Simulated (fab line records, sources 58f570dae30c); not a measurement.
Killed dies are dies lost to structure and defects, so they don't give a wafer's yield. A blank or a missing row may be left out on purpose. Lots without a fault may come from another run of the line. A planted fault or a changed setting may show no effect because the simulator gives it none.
Which tool did it? | flow berkeley_cmos170 | 7 lots, 21 wafers sampled, at 1 step of a route of 331

WHAT THE GAUGES READ, wafer by wafer
UCB170_START_THK_MEAS_03.
lot  | measured    | on            | START_OXIDE_THK (nm)
L804 | day 1 17:05 | film_metro-01 | 20.1 20.0 19.9
L807 | day 2 07:41 | film_metro-01 | 19.0 19.3 19.4
L808 | day 2 17:20 | film_metro-02 | 20.0 19.9 19.7
L817 | day 4 11:54 | film_metro-03 | 20.7 20.6 20.3
L820 | day 5 03:05 | film_metro-02 | 20.7 20.8 20.5
L822 | day 5 14:17 | film_metro-02 | 20.0 20.5 20.0
L824 | day 5 23:17 | film_metro-01 | 19.8 19.9 19.8

WHICH TOOL RAN EACH LOT (tool, then ch and the chambers of the sampled wafers, then the start)
The record holds no process step before these readings.

THE ANSWER, worked out from the rows above alone
Rule: what is usual is taken from the lots themselves. Put in order of their means at a reading, lots are off if they are a third of the lots or fewer, leave a main group of 4 or more, and stand apart from it by a gap of 3 or more times the standard deviation of the main group's means; of several such gaps the widest counts. A main group whose means are all the same, to the digits that the tables above print for the reading, isn't used. A lot without any number at a reading at which 4 lots or more have one is off too. The other lots that the step has rows for count as sound.
No lot is off at any reading shown: from this, nothing can be told.

WHAT THE SIMULATOR HAD PUT IN
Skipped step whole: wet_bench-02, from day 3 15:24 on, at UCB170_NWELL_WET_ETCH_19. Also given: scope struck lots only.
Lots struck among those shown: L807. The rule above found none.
